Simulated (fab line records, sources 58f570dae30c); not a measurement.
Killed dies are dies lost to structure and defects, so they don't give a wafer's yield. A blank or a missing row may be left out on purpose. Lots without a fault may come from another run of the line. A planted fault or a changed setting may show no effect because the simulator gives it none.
fab line records | flow berkeley_cmos170
record lots=14 wafers=42 last_day=12
route steps=331 shown M2@272
lots that met no fault: from a run of the same line without faults
start_h: hours from the record's first day to the start of the lot's first wafer shown | wait_h: hours since the lot's step before | " the same as in the row above | L1.1+2: a row that stands for several wafers | - no value, or no start given | * or withheld: withheld | < > ~ a bound
route shown NAME@n: a module of which the file shows steps, and the number in the route of the first | usual: mean/standard deviation of fault-free wafers | same: alike in all rows | chamber/n: place in a boat | sites: the reading at each site | _std_site: their standard deviation | _edge_site: outer sites' mean less inner sites' | radius_mm: how far each site lies from the wafer's centre | mask NAME#n: copy n | behind: the tool/chamber that last shaped the wafer | hold: why the lot was held/for how many hours/how that ended | device: the transistor (n, p or np) that didn't switch | end of line: the same wafers' tests at the end of the route | a step without rows: its recipe alone | killed: dies lost to structure and defects at the first sort, not the wafer's yield | map: a wafer's dies, x killed, . not, _ none there
set.NAME: the setting as run; set.NAME@STEP: as run at that earlier step | model.NAME: the simulator's own value behind a step, which no gauge read
steps of the route over a sample of lots; a table a step, a row a wafer
services: from which hour (start_h, from the record's first day; less than 0 if before it) a tool's chamber was out of use, for how many hours, and why
## steps
# step UCB170_M2_SPUTTER_01
# recipe material=Al target_thk_nm=900 time_s=120 power_w=6000 chamber_pressure_pa=0.5
# usual throttle_valve_pct=30.6/1
# columns lot.wafer tool chamber start_h wait_h throttle_valve_pct
L912.3 pvd_sputter-04 - 162.13 0.0 29.9
L912.4 " - " " 31.7
L912.5 " - " " 29.3
L914.1 pvd_sputter-03 - 167.65 0.0 29.0
L914.5 " - " " 29.1
L914.6 " - " " 31.4
L917.1 pvd_sputter-02 - 173.87 0.0 29.6
L917.3 " - " " 30.0
L917.6 " - " " 30.3
L918.3 pvd_sputter-03 - 186.83 0.0 31.0
L918.4 " - " " 32.3
L918.6 " - " " 31.5
L919.1 pvd_sputter-04 - 188.00 0.0 31.5
L919.3 " - " " 29.5
L919.4 " - " " 29.1
L920.1 pvd_sputter-02 - 189.25 0.0 30.0
L920.4 " - " " 31.5
L920.5 " - " " 30.3
L921.1 pvd_sputter-04 - 199.17 0.0 29.4
L921.4 " - " " 31.6
L921.6 " - " " 29.6
L922.2 pvd_sputter-02 - 204.42 0.0 31.8
L922.3 " - " " 29.9
L922.5 " - " " 30.2
L923.2 pvd_sputter-03 - 204.54 0.0 32.5
L923.4 " - " " 31.4
L923.5 " - " " 31.3
L927.1 pvd_sputter-02 - 231.32 0.0 29.9
L927.2 " - " " 31.6
L927.6 " - " " 30.0
L926.2 pvd_sputter-03 - 231.80 0.0 31.5
L926.3 " - " " 31.3
L926.6 " - " " 31.4
L931.1 pvd_sputter-03 - 242.87 0.0 31.8
L931.2 " - " " 32.7
L931.6 " - " " 31.5
L930.1 pvd_sputter-02 - 243.35 0.0 31.8
L930.3 " - " " 29.8
L930.4 " - " " 30.1
L934.2 pvd_sputter-02 - 269.63 0.0 30.1
L934.4 " - " " 31.6
L934.5 " - " " 30.2
# step UCB170_M2_RS_MEAS_02
# recipe thk_meas_gauge=four-point-probe reads=Al_of_M2_SPUTTER_01
# usual M2_AL_RS=0.03223/0.00025
# columns lot.wafer tool chamber start_h wait_h M2_AL_RS[ohm/sq]
L912.3 film_metro-03 - 162.26 0.1 0.03219
L912.4 " - " " 0.03219
L912.5 " - " " 0.032
L914.1 film_metro-03 - 167.74 0.0 0.03183
L914.5 " - " " 0.03192
L914.6 " - " " 0.03243
L917.1 film_metro-04 - 173.96 0.0 0.0325
L917.3 " - " " 0.03204
L917.6 " - " " 0.03205
L918.3 film_metro-03 - 186.95 0.1 0.03216
L918.4 " - " " 0.03241
L918.6 " - " " 0.032
L919.1 film_metro-02 - 188.08 0.0 0.03209
L919.3 " - " " 0.03242
L919.4 " - " " 0.03204
L920.1 film_metro-03 - 189.33 0.0 0.03218
L920.4 " - " " 0.0323
L920.5 " - " " 0.03232
L921.1 film_metro-03 - 199.26 0.0 0.03185
L921.4 " - " " 0.03222
L921.6 " - " " 0.03184
L922.2 film_metro-02 - 204.52 0.1 0.03241
L922.3 " - " " 0.03227
L922.5 " - " " 0.03202
L923.2 film_metro-04 - 204.64 0.1 0.03229
L923.4 " - " " 0.03243
L923.5 " - " " 0.03244
L927.1 film_metro-04 - 231.40 0.0 0.03254
L927.2 " - " " 0.03251
L927.6 " - " " 0.03213
L926.2 film_metro-04 - 231.90 0.1 0.03573
L926.3 " - " " 0.03559
L926.6 " - " " 0.03581
L931.1 film_metro-03 - 242.95 0.0 0.03573
L931.2 " - " " 0.03591
L931.6 " - " " 0.03567
L930.1 film_metro-04 - 243.44 0.0 0.0321
L930.3 " - " " 0.03231
L930.4 " - " " 0.03224
L934.2 film_metro-02 - 269.74 0.1 0.03187
L934.4 " - " " 0.03196
L934.5 " - " " 0.03203
# step UCB170_M2_THK_MEAS_03
# recipe thk_meas_gauge=xrf reads=Al_of_M2_SPUTTER_01
# usual M2_AL_THK=891/9.4
# columns lot.wafer tool chamber start_h wait_h M2_AL_THK[nm]
L912.3 film_metro-03 - 162.36 0.1 888
L912.4 " - " " 884
L912.5 " - " " 890
L914.1 film_metro-03 - 167.86 0.1 895
L914.5 " - " " 894
L914.6 " - " " 886
L917.1 film_metro-04 - 174.08 0.1 883
L917.3 " - " " 902
L917.6 " - " " 908
L918.3 film_metro-03 - 187.05 0.1 886
L918.4 " - " " 876
L918.6 " - " " 888
L919.1 film_metro-02 - 188.20 0.1 904
L919.3 " - " " 886
L919.4 " - " " 894
L920.1 film_metro-03 - 189.45 0.1 881
L920.4 " - " " 885
L920.5 " - " " 878
L921.1 film_metro-03 - 199.38 0.1 899
L921.4 " - " " 891
L921.6 " - " " 895
L922.2 film_metro-02 - 204.63 0.1 887
L922.3 " - " " 888
L922.5 " - " " 898
L923.2 film_metro-04 - 204.75 0.1 896
L923.4 " - " " 895
L923.5 " - " " 891
L927.1 film_metro-04 - 231.52 0.1 888
L927.2 " - " " 891
L927.6 " - " " 908
L926.2 film_metro-04 - 232.01 0.1 814
L926.3 " - " " 815
L926.6 " - " " 808
L931.1 film_metro-03 - 243.07 0.1 806
L931.2 " - " " 800
L931.6 " - " " 805
L930.1 film_metro-04 - 243.56 0.1 892
L930.3 " - " " 889
L930.4 " - " " 892
L934.2 film_metro-02 - 269.85 0.1 901
L934.4 " - " " 893
L934.5 " - " " 901
## services
# columns tool chamber start_h hours kind
pvd_sputter-03 - 148.72 8.1 repair
pvd_sputter-03 - 194.08 2.1 repair
pvd_sputter-02 3 204.91 - consumable_replace:kit
pvd_sputter-02 3 204.91 18.0 scheduled_down
pvd_sputter-02 3 204.91 18.0 vent_cycle
pvd_sputter-02 - 214.42 7.2 repair
pvd_sputter-03 - 215.29 3.3 repair
pvd_sputter-02 - 218.83 5.2 repair
## key
first_sign step=UCB170_M2_RS_MEAS_02 reading=M2_AL_RS direction=up sigmas=14 usual=0.03223 struck=0.03574
effect step=UCB170_M2_THK_MEAS_03 reading=M2_AL_THK direction=down sigmas=8.8 usual=891 struck=808
met_at UCB170_M2_SPUTTER_01
struck_lots L926,L931
onset_between 204.54 231.80
fault kind=process_parameter_drift tool=pvd_sputter-03 chamber=- onset_h=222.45 steps=UCB170_M2_SPUTTER_01 channel=time_s offset=* shape=step end_h=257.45 acts_in=* stated=*
